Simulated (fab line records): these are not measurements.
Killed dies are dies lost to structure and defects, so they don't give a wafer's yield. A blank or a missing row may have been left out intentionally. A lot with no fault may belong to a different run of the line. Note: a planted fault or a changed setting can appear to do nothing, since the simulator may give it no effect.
2 desks, one fault | flow berkeley_cmos170 | only its own numbers are on each desk; what lay behind them is given at the end

AT THE METROLOGY DESK
Lot by lot, what the gauges showed, no matter which tool ran the lot: averages of those sampled wafers that carry a number. Any lot whose mean is over 4 standard deviations away from the usual mean is out of limits and marked OUT; that distance is given in the brackets.
Columns: A = V2_BOW at UCB170_V2_BOW_MEAS_03, usual 38 um; B = cd_nm at UCB170_V2_CD_MEAS_90, usual 700.6 nm; C = M3_OVL at UCB170_M3_OVL_MEAS_16, usual 1 nm
lot  | first seen here | A  | B     | C
L194 | day 8 22:27     | 44 | 701.1 | 3
L195 | day 9 12:41     | 46 | 700.2 | -2
L199 | day 10 14:06    | 35 | 699.0 | 7
L197 | day 10 14:17    | 31 | 701.1 | 6
L196 | day 10 14:32    | 40 | 701.6 | 3
L201 | day 11 06:12    | 42 | 701.4 | -5
L204 | day 12 02:41    | 43 | 699.9 | -5
L203 | day 12 06:40    | 37 | 698.4 | 8
L202 | day 12 07:31    | 36 | 699.1 | 1
L206 | day 13 01:30    | 35 | 701.2 | -9
L205 | day 13 02:49    | 34 | 700.0 | 8
L211 | day 13 20:10    | 37 | 700.6 | 5
L214 | day 15 00:12    | 38 | 699.9 | -2
L217 | day 15 02:14    | 48 | 701.0 | 8
This desk's finding: nothing out of limits on any of the 14 lots.

TOOL OWNER'S DESK, rie_si-01
The tool's own readings at UCB170_GATE_ETCH_15 (etches poly-Si in HBr/Cl2, stops on SiO2, time 56.3 s, target depth 278.2 nm): means of the sampled wafers that have a number, for each lot that ran on this tool. Any lot whose mean is over 4 standard deviations away from the usual mean is out of limits and marked OUT; that distance is given in the brackets.
Columns: A = drypump_motor_current_A at UCB170_GATE_ETCH_15, usual 5.8 A; B = oes_product_au at UCB170_GATE_ETCH_15, usual 0.828 a.u.; C = throttle_valve_pct at UCB170_GATE_ETCH_15, usual 26.57 %
lot  | first seen here | A   | B     | C
L194 | day 7 11:28     | 5.9 | 0.827 | 26.68
L196 | day 8 22:10     | 5.7 | 0.830 | 26.37
L201 | day 9 16:38     | 5.9 | 0.826 | 26.74
L204 | day 10 10:53    | 5.9 | 0.820 | 26.74
L202 | day 10 11:26    | 5.8 | 0.832 | 26.56
L205 | day 11 06:57    | 5.9 | 0.831 | 26.92
L214 | day 13 10:31    | 6.0 | 0.824 | 26.52
L217 | day 13 16:14    | 6.0 | 0.831 | 26.68
This desk's finding: nothing out of limits on any of the 8 lots.

TAKEN TOGETHER
The metrology desk saw nothing out of limits.
The tool owner's desk saw nothing out of limits.

WHAT THE SIMULATOR HAD INSERTED
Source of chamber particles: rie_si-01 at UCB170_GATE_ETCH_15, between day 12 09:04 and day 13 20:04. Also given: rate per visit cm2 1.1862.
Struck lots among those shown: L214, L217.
